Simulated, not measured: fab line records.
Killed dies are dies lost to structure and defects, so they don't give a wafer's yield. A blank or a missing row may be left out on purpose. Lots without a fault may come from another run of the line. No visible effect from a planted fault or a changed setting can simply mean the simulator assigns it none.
Which tool did it? || flow rit-cmos || 7 lots (21 wafers sampled), 1 step of a 202-step route

WHAT THE GAUGES SHOWED, per wafer
RIT_NSD_OVL_MEAS_06.
{"lot": "L723", "measured": "day 3 09:41", "on": "overlay-01", "NSD_OVL (nm)": "-2.2 -1.1 -1.5"}
{"lot": "L726", "measured": "day 4 00:47", "on": "overlay-02", "NSD_OVL (nm)": "1.5 1.0 -0.3"}
{"lot": "L729", "measured": "day 4 21:34", "on": "overlay-01", "NSD_OVL (nm)": "0.2 0.1 -1.1"}
{"lot": "L732", "measured": "day 5 11:22", "on": "overlay-01", "NSD_OVL (nm)": "-0.3 -0.5 -0.4"}
{"lot": "L734", "measured": "day 6 03:46", "on": "overlay-01", "NSD_OVL (nm)": "0.2 -0.3 -1.3"}
{"lot": "L737", "measured": "day 6 12:05", "on": "overlay-01", "NSD_OVL (nm)": "-1.9 -1.1 -0.9"}
{"lot": "L744", "measured": "day 7 18:43", "on": "overlay-01", "NSD_OVL (nm)": "0.1 0.1 -0.5"}

TOOL THAT RAN EACH LOT (tool first, then ch and the chambers of the sampled wafers, then the start)
The record holds no process step before these readings.

THE ANSWER, worked out from the rows above alone
Rule: the usual values come from the lots themselves. The widest of any qualifying gaps counts: lots, ordered by their means at a reading, are off when they make up no more than a third of the lots, leave a main group of 4 or more, and stand apart from it by 3 or more times the standard deviation of that group's means. Not used: any main group whose means are identical at the precision the tables above print for the reading. A lot without any number at a reading at which 4 lots or more have one is off too. Where the step has rows for the other lots, those lots are counted as sound.
No lot is off at any reading shown: from this, nothing can be told.

WHAT THE SIMULATOR HAD PUT IN
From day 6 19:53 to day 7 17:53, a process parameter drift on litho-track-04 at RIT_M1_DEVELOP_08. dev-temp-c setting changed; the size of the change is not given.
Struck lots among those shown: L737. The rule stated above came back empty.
